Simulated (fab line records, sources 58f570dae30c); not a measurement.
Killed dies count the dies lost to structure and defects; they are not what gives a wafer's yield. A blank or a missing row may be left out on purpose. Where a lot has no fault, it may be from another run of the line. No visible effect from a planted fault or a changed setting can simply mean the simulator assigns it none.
Which tool did it?    flow berkeley-cmos170    39 wafers from 13 lots sampled at 4 of the route's 331 steps

## WHAT THE GAUGES READ, wafer by wafer
UCB170_START_THK_MEAS_03. Usual: for START_OXIDE_THK the level is 20.0 nm and the standard deviation is 0.52.
lot   measured     on             START_OXIDE_THK (nm)  flag
L939  day 1 21:42  film-metro-01  20.3 19.9 19.7        
L941  day 2 08:10  film-metro-04  19.3 19.1 19.3        
L943  day 2 16:07  film-metro-01  20.8 20.6 20.4        
L944  day 2 20:35  film-metro-04  19.9 19.8 19.2        
L946  day 3 07:20  film-metro-01  20.3 20.6 20.3        
L947  day 3 13:19  film-metro-03  19.9 19.6 20.0        
L948  day 3 18:44  film-metro-01  18.9 19.3 19.4        
L953  day 4 17:31  film-metro-03  20.5 20.6 20.9        
L954  day 4 23:21  film-metro-03  20.2 20.3 20.3        
L955  day 5 04:16  film-metro-01  20.0 19.7 19.9        
L957  day 5 15:14  film-metro-03  19.5 19.5 19.8        
L960  day 6 02:00  film-metro-03  19.6 19.3 19.5        
L961  day 6 12:52  film-metro-01  20.3 20.1 20.3        

UCB170_NWELL_OVL_MEAS_12. Usual: for NWELL_OVL the level is -3 nm and the standard deviation is 4.4.
lot   measured     on          NWELL_OVL (nm)  flag
L939  day 2 17:08  overlay-02  -10 -10 -9      
L941  day 3 05:26  overlay-02  -3 -1 -2        
L943  day 3 11:17  overlay-02  -4 -11 -3       
L944  day 3 11:40  overlay-01  -3 -7 -3        
L946  day 4 08:44  overlay-02  7 7 1           
L947  day 4 17:50  overlay-01  3 -2 -10        
L948  day 4 17:57  overlay-02  - - -           OFF
L953  day 5 14:46  overlay-01  -6 -3 -7        
L954  day 5 22:02  overlay-01  -2 -4 -5        
L955  day 6 04:49  overlay-02  -4 -8 -5        
L957  day 6 15:50  overlay-02  1 3 -6          
L960  day 6 22:31  overlay-02  -6 -9 -4        
L961  day 7 14:27  overlay-02  -5 -6 -8        

UCB170_NWELL_TW_MEAS_16. Usual: for NWELL_TW the level is 1252 and the standard deviation is 12.
lot   measured     on             NWELL_TW        flag
L939  day 2 17:32  film-metro-04  1268 1268 1266  
L941  day 3 05:49  film-metro-04  1275 1274 1274  
L943  day 3 11:41  film-metro-01  1236 1230 1236  
L944  day 3 12:04  film-metro-02  1250 1242 1247  
L946  day 4 09:07  film-metro-04  1264 1262 1261  
L947  day 4 18:13  film-metro-02  1248 1249 1246  
L948  day 4 18:20  film-metro-04  31 31 31        OFF
L953  day 5 15:09  film-metro-04  1258 1263 1262  
L954  day 5 22:26  film-metro-02  1261 1252 1251  
L955  day 6 05:17  film-metro-02  1235 1238 1246  
L957  day 6 16:14  film-metro-02  1239 1249 1243  
L960  day 6 22:55  film-metro-02  1241 1250 1244  
L961  day 7 14:50  film-metro-04  1255 1261 1263  

## WHICH TOOL RAN EACH LOT (tool, then ch and the chambers of the sampled wafers, then the start)
lot   UCB170_NWELL_EXPOSE_09
L939  krf-scanner-01 ch 0, day 2 16:38
L941  krf-scanner-02 ch 0, day 3 04:28
L943  krf-scanner-02 ch 0, day 3 10:54
L944  krf-scanner-01 ch 0, day 3 11:10
L946  krf-scanner-02 ch 0, day 4 08:20
L947  krf-scanner-01 ch 0, day 4 16:03
L948  krf-scanner-02 ch 0, day 4 16:20
L953  krf-scanner-02 ch 0, day 5 14:14
L954  krf-scanner-01 ch 0, day 5 21:40
L955  krf-scanner-02 ch 0, day 6 04:11
L957  krf-scanner-01 ch 0, day 6 15:28
L960  krf-scanner-01 ch 0, day 6 21:49
L961  krf-scanner-01 ch 0, day 7 14:04
- UCB170_NWELL_EXPOSE_09: exposes mask NWELL, target cd 3000 nm.

## AS READ BY THE TOOLS THEMSELVES (means over the sampled wafers that have a number; for cases with no such wafer, the mark the record gives instead)
The record holds no such reading with a usual standard deviation.

## THE ANSWER, worked out from the rows above alone
Rule: take the mean of a lot's wafers that have a number; if it is more than 3 standard deviations from the usual mean, the lot is off. A lot without any number at a reading at which 4 lots or more have one is off too. All remaining lots with rows at the step are treated as sound. After the gauges, taken in route order, come the tools' own readings; for these a lot's mean is taken, as printed above. The first step at which some lot is off is used, and at that step the reading that is off furthest; a lot without a number counts as furthest.
Off: L948, at UCB170_NWELL_OVL_MEAS_12 (NWELL_OVL). Without a number there: L948.
A tool fits if, at a process step before that reading, it ran every lot that is off, and no sound lot after the first of them. The gauges at UCB170_NWELL_OVL_MEAS_12 aren't tried: what is off there is off at UCB170_NWELL_TW_MEAS_16 too, on other tools, and a gauge's error can't cause that. Of those tried, none fits.

## WHAT WAS PUT IN BY THE SIMULATOR
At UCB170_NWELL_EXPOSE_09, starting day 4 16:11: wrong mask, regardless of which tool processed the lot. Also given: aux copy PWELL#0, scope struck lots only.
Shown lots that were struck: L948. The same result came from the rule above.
